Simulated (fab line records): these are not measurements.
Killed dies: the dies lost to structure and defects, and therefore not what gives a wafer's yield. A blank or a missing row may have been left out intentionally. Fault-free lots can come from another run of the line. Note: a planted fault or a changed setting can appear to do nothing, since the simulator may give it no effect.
Split-lot experiment + flow rit-cmos + 5 lots, 23 wafers read, on a route of 202 steps

## THE SPLIT
At RIT_CONTACT_COAT_03 (resist thk 1000 nm), the setting spin-rpm was moved away from the recipe's 3250 rpm on 6 of the 23 wafers read, by -6.9% to +4.6%. All remaining wafers had this setting at the recipe value.

Reading taken at the split's own step.

## THE READING
NOVOLAK_of_CONTACT_COAT_03.thk-nm (the simulator's own value, which no gauge read), in nm, at RIT_CONTACT_COAT_03 (resist thk 1000 nm). The file does not state a usual value for it. Average 1001.4 nm, standard deviation 2.1 nm, over the 17 wafers here run with the recipe.

| wafer  | tool, chamber at the split | spin-rpm as run, rpm | against the recipe | NOVOLAK_of_CONTACT_COAT_03.thk-nm, nm | against lot-mates on the recipe |
|--------|----------------------------|----------------------|--------------------|---------------------------------------|---------------------------------|
| L074.2 | litho-track-03, 0          | 3250                 | recipe             | 1001                                  | -                               |
| L074.6 | litho-track-03, 0          | 3250                 | recipe             | 1001                                  | -                               |
| L074.3 | litho-track-03, 0          | 3250                 | recipe             | 1003                                  | -                               |
| L074.4 | litho-track-03, 0          | 3250                 | recipe             | 1003                                  | -                               |
| L074.5 | litho-track-03, 0          | 3250                 | recipe             | 1005                                  | -                               |
| L077.1 | litho-track-03, 0          | 3025                 | -6.9%              | 1035                                  | +37.4                           |
| L077.2 | litho-track-03, 0          | 3025                 | -6.9%              | 1035                                  | +37.4                           |
| L077.3 | litho-track-03, 0          | 3025                 | -6.9%              | 1038                                  | +40.4                           |
| L077.4 | litho-track-03, 0          | 3250                 | recipe             | 998.9                                 | -                               |
| L077.6 | litho-track-03, 0          | 3250                 | recipe             | 996.4                                 | -                               |
| L078.2 | litho-track-03, 0          | 3250                 | recipe             | 1004                                  | -                               |
| L078.3 | litho-track-03, 0          | 3250                 | recipe             | 1003                                  | -                               |
| L078.4 | litho-track-03, 0          | 3250                 | recipe             | 1002                                  | -                               |
| L081.1 | litho-track-01, 0          | 3250                 | recipe             | 998.4                                 | -                               |
| L081.2 | litho-track-01, 0          | 3401                 | +4.6%              | 973.4                                 | -26.3                           |
| L081.4 | litho-track-01, 0          | 3250                 | recipe             | 1001                                  | -                               |
| L081.5 | litho-track-01, 0          | 3401                 | +4.6%              | 977.5                                 | -22.2                           |
| L081.6 | litho-track-01, 0          | 3401                 | +4.6%              | 975.6                                 | -24.1                           |
| L083.1 | litho-track-04, 0          | 3250                 | recipe             | 1002                                  | -                               |
| L083.2 | litho-track-04, 0          | 3250                 | recipe             | 1001                                  | -                               |
| L083.3 | litho-track-04, 0          | 3250                 | recipe             | 1001                                  | -                               |
| L083.5 | litho-track-04, 0          | 3250                 | recipe             | 1003                                  | -                               |
| L083.6 | litho-track-04, 0          | 3250                 | recipe             | 1000                                  | -                               |

THE FIT
A straight line over all 23 wafers: NOVOLAK_of_CONTACT_COAT_03.thk-nm changes by -5.19 nm for each +1% of spin-rpm; r = -0.99; the points scatter about the line by 2.2 nm.
The same after taking each lot's own level away (the mean of its wafers on the recipe; 23 wafers): -5.43 nm for each +1%; r = -1.00; scatter 1.4 nm.
The reading moves by 38 nm for the largest change in spin-rpm, on that fit.
Measured against the standard deviation above, the lots' own levels, which go from 997.65 to 1003.00 nm, span 2.6 times it.
Consequently the slope shifts little with the lot-to-lot level, the two slopes agreeing.
Check: with one of the wafers moved furthest among these (-6.9%) left out of the fit, the line predicts +38 nm for it against its lot-mates. It came out at +37.4 nm against them.

## THESE WAFERS: OTHER SPLITS
Before the reading, these wafers also passed through other splits. Each is held against what the fit with the lots' levels taken away leaves over:
| other split on the same wafers | wafers away from the commonest value | r with NOVOLAK_of_CONTACT_COAT_03.thk-nm (lot level and that fit taken away) |
|--------------------------------|--------------------------------------|------------------------------------------------------------------------------|
| RIT_PSD_HARDBAKE_07 temp-c     | 8                                    | +0.03                                                                        |
| RIT_SILICIDE_SPUTTER_01 time-s | 6                                    | +0.13                                                                        |

## THE FILE'S OWN FIT
NOVOLAK_of_CONTACT_COAT_03.thk-nm changes by -5.44 nm for each +1% of spin-rpm, r = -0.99.
